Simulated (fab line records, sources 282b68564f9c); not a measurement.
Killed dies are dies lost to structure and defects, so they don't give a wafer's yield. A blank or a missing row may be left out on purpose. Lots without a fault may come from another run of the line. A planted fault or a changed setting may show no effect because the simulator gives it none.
Tool commonality check | flow rit_cmos | 14 lots, 42 wafers sampled

WHY IT WAS OPENED
At RIT_CONTACT_THK_MEAS_01 the reading CONTACT_TEOS_THK is flagged on 2 of 14 lots. Wafers without a fault read 400 nm, standard deviation 4.9.
Rule: a lot is flagged when every wafer of it that has a number lies more than 4 standard deviations from that mean, or none has a number. The other lots count as sound.

lot  | measured    | on            | CONTACT_TEOS_THK (nm), wafer by wafer | flag
L649 | day 3 03:56 | film_metro-02 | 394 399 396                           |
L650 | day 3 06:56 | film_metro-03 | 393 395 402                           |
L651 | day 3 14:05 | film_metro-01 | 398 395 402                           |
L652 | day 3 18:14 | film_metro-02 | 399 401 406                           |
L653 | day 4 00:35 | film_metro-02 | 388 395 396                           |
L654 | day 4 04:03 | film_metro-01 | 405 397 405                           |
L655 | day 4 07:41 | film_metro-03 | 394 399 397                           |
L656 | day 4 14:03 | film_metro-01 | 398 395 400                           |
L657 | day 4 18:05 | film_metro-02 | 408 403 405                           |
L662 | day 5 19:07 | film_metro-01 | 311 321 319                           | FLAGGED
L666 | day 6 15:53 | film_metro-03 | 316 314 315                           | FLAGGED
L668 | day 7 01:41 | film_metro-03 | 400 391 397                           |
L670 | day 7 13:25 | film_metro-02 | 398 394 403                           |
L671 | day 7 18:36 | film_metro-03 | 400 411 408                           |
The numbers of the flagged lots are 316 nm on average: -84 nm against the usual, or -17 standard deviations.

WHICH TOOL RAN EACH LOT
The record holds 1 process step before the reading, out of a route of 202 steps. In each cell: the tool, then ch and the chambers that the sampled wafers went through, then the start.
lot  | flag    | RIT_CONTACT_CVD_00
L649 |         | pecvd-01 ch 0,1,2, day 3 03:53
L650 |         | pecvd-03 ch 1,2, day 3 06:52
L651 |         | pecvd-04 ch 0,1,2, day 3 14:02
L652 |         | pecvd-01 ch 0,2, day 3 18:11
L653 |         | pecvd-03 ch 0,1, day 4 00:32
L654 |         | pecvd-04 ch 0,1, day 4 03:59
L655 |         | pecvd-01 ch 0,1,2, day 4 07:38
L656 |         | pecvd-03 ch 0,1, day 4 14:00
L657 |         | pecvd-04 ch 0,2, day 4 18:02
L662 | FLAGGED | pecvd-03 ch 0,1,2, day 5 19:03
L666 | FLAGGED | pecvd-03 ch 1,2, day 6 15:50
L668 |         | pecvd-04 ch 1,2, day 7 01:38
L670 |         | pecvd-01 ch 0,1,2, day 7 13:21
L671 |         | pecvd-04 ch 1,2, day 7 18:33
What these steps do:
- RIT_CONTACT_CVD_00: deposits SiO2 from TEOS, target thk 400 nm, time 61 s.
- RIT_CONTACT_THK_MEAS_01

FLAGGED OVER TOTAL, TOOL BY TOOL (the gauges that took the reading come last)
step                    | tool          | lots run | flagged | share of the flagged lots | sound lots run after its first flagged lot
RIT_CONTACT_CVD_00      | pecvd-01      | 4        | 0       | none                      | -
RIT_CONTACT_CVD_00      | pecvd-03      | 5        | 2       | all                       | 0
RIT_CONTACT_CVD_00      | pecvd-04      | 5        | 0       | none                      | -
RIT_CONTACT_THK_MEAS_01 | film_metro-01 | 4        | 1       | some                      | 0
RIT_CONTACT_THK_MEAS_01 | film_metro-02 | 5        | 0       | none                      | -
RIT_CONTACT_THK_MEAS_01 | film_metro-03 | 5        | 1       | some                      | 2 (L668,L671)

WHAT THE TABLE ALLOWS
1 row of the table ran every flagged lot: pecvd-03 at RIT_CONTACT_CVD_00.
- pecvd-03 at RIT_CONTACT_CVD_00: 2 of its 5 lots flagged. Its last sound lot is L656 (day 4 14:00), its first flagged lot L662 (day 5 19:03): a fault that began between those two fits.
One tool is left: pecvd-03 at RIT_CONTACT_CVD_00.

WHAT THE SIMULATOR HAD PUT IN
Process parameter drift: pecvd-03, from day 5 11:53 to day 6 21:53, at RIT_CONTACT_CVD_00. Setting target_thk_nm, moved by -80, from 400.
Lots struck among those shown: L662, L666. The rule above found the same.
